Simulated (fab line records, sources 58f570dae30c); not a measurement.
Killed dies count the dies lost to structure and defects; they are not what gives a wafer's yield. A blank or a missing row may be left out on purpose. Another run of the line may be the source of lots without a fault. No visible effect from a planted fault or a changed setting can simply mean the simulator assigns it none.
Which tool did it? | flow berkeleyCmos170 | route of 331 steps, sampled at 1 step: 14 lots, 42 wafers

## WHAT THE GAUGES READ, wafer by wafer
UCB170_START_THK_MEAS_03.
lot  | measured    | on           | START_OXIDE_THK (nm)
L754 | day 1 19:48 | filmMetro-03 | 19.8 19.5 19.6
L756 | day 2 05:10 | filmMetro-01 | 19.8 20.0 20.1
L757 | day 2 10:11 | filmMetro-01 | 19.5 19.7 19.4
L760 | day 3 01:42 | filmMetro-01 | 19.8 19.9 19.9
L761 | day 3 08:05 | filmMetro-03 | 20.0 20.4 20.0
L762 | day 3 11:16 | filmMetro-01 | 20.2 20.5 20.6
L763 | day 3 18:31 | filmMetro-03 | 20.1 20.3 20.2
L765 | day 4 03:51 | filmMetro-01 | 19.2 19.5 19.6
L766 | day 4 07:18 | filmMetro-02 | 19.5 19.7 19.9
L767 | day 4 13:19 | filmMetro-03 | 19.1 19.0 18.9
L768 | day 4 18:31 | filmMetro-02 | 19.6 19.5 19.5
L769 | day 4 23:38 | filmMetro-03 | 19.8 19.9 19.7
L775 | day 6 04:43 | filmMetro-02 | 19.8 19.2 19.6
L776 | day 6 11:01 | filmMetro-02 | 19.8 19.8 19.9

## EACH LOT AND THE TOOL THAT RAN IT (in order: tool; ch and the chambers of the sampled wafers; start)
The record shows no process step preceding these readings.

## WHAT THE TOOLS THEMSELVES READ (means of the sampled wafers that have a number; where no wafer has one, the mark that the record gives instead)
The record holds no such reading with a usual standard deviation.

## THE ANSWER, worked out from the rows above alone
Rule: the lots themselves supply what counts as usual. The widest of any qualifying gaps counts: lots, ordered by their means at a reading, are off when they make up no more than a third of the lots, leave a main group of 4 or more, and stand apart from it by 3 or more times the standard deviation of that group's means. Not used: any main group whose means are identical at the precision the tables above print for the reading. Also off: a lot with no number at a reading for which 4 or more lots have one. Where the step has rows for the other lots, those lots are counted as sound. After the gauges, taken in route order, come the tools' own readings; for these a lot's mean is taken, as printed above. At the first step where some lot is off, the reading lying furthest off is the one used; lots without a number count as furthest.
Nothing can be told from this: no lot is off at any reading shown.

## WHAT THE SIMULATOR PUT IN
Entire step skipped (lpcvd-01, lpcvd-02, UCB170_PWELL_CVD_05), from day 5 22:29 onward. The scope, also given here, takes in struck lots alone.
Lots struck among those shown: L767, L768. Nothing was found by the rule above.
